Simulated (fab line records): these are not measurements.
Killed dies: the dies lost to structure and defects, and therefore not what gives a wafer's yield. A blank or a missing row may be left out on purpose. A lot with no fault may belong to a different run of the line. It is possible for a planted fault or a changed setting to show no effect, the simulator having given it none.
Struck lot and sound lot, side by side ; flow ritCmos ; 18 out of 202 route steps
Sound: the wafers L403.1, L403.4, L403.6. Wafers L418.1, L418.4, L418.6 were the ones struck. The cause is given at the end.
Per side, at each step with rows, come the tool, then ch with its chambers, and then its first start. Under that, the readings that differ: sound wafers ; struck wafers ; difference of the means ; sigmas: that difference in standard deviations of wafers without a fault.
alike: words and numbers the same on both sides, and readings whose means are apart by under 2 such deviations; not compared: readings that were withheld, readings missing a value for some wafer, numbers with overlapping values and no deviation given by the record, and bounds like >300 which may hide the same value.
The two part at a step that has a row with sigmas, a row that says differs or no value, or rows on one side only. Non-overlapping numbers with no deviation appear without sigmas and do not part them. A reading missing from all wafers of one side parts the sides only when that side holds two or more wafers.

first, 2 steps without rows for these wafers: RIT_ACTIVE_CLEAN_17 (cleans in SC2, time 600 s); RIT_FOX1_OXIDATION_00 (target thk 350.7 nm, ox time 1130 s).
RIT_FOX1_THK_MEAS_01:
  struck on filmMetro-01, day 5 21:04; sound on filmMetro-02, day 2 13:56
  alike: FOX1_OXIDE_THK
then, 2 steps without rows for these wafers: RIT_FOX1_WET_ETCH_02 (etches SiO2 in BOE, target depth 350 nm, time 390 s); RIT_FOX2_OXIDATION_00 (target thk 350.7 nm, ox time 1130 s).
RIT_FOX2_THK_MEAS_01:
  struck on filmMetro-04, day 6 03:28; sound on filmMetro-04, day 2 15:26
  alike: FOX2_OXIDE_THK
then, 2 steps without rows for these wafers: RIT_FOX2_CLEAN_02 (cleans in dHF, time 180 s); RIT_FOX2_WET_ETCH_03 (etches Si3N4 in H3PO4, target depth 195 nm, time 2700 s).
RIT_FOX2_THK_MEAS_90:
  struck on filmMetro-03, day 6 04:20; sound on filmMetro-03, day 2 16:19
  alike: FIELD_OXIDE_LEFT_1_THK
then, 3 steps without rows for these wafers: RIT_NWELL_HMDS_00 (prime time 60 s); RIT_NWELL_COAT_01 (resist thk 1300 nm); RIT_NWELL_SOFTBAKE_02 (time 60 s).
RIT_NWELL_EXPOSE_03: exposes mask M2, target cd 43900 nm.
  sound on ilineStepper-01 ch 0, day 2 16:56; struck on ilineStepper-01 ch 0, day 6 04:59
reading;sound;struck;difference;sigmas
model.NWELL.overlayXNm (nm);0.8429 0.8429 0.8429;-179.5 -179.5 -179.5;-180.3;
  alike: mask
then, 2 steps without rows for these wafers: RIT_NWELL_PEB_04; RIT_NWELL_DEVELOP_05 (develop time 68 s).
RIT_NWELL_OVL_MEAS_06:
  struck on overlay-01, day 6 05:25; sound on overlay-01, day 2 17:26
reading;sound;struck;difference;sigmas
NWELL_OVL (nm);-1.6 0.6 -0.1;-181.0 -179.4 -179.9;-179.7;-99 or more
then, 1 step without rows for these wafers: RIT_NWELL_HARDBAKE_07 (time 120 s).
RIT_M1_PROBE_99:
  struck on prober-01, day 7 22:08; sound on prober-02, day 4 07:49
reading;sound;struck;difference;sigmas
model.etest.wellEdgeRight.lineOhmUm;184.2 183.9 184.9;191.4 191.7 192.8;+7.6;
model.etest.wellEdgeLeft.lineOhmUm;185.2 177.4 179.5;171 175.3 173.8;-7;
  alike: killedAtContacts, killedAtFrontEnd, killedDies, killedOpen, killedShort

WHERE THEY PART
Only at RIT_NWELL_OVL_MEAS_06, as far as this record shows. Later steps at which nothing parts them and some readings are alike: RIT_M1_PROBE_99.

WHY: the cause the simulator had injected
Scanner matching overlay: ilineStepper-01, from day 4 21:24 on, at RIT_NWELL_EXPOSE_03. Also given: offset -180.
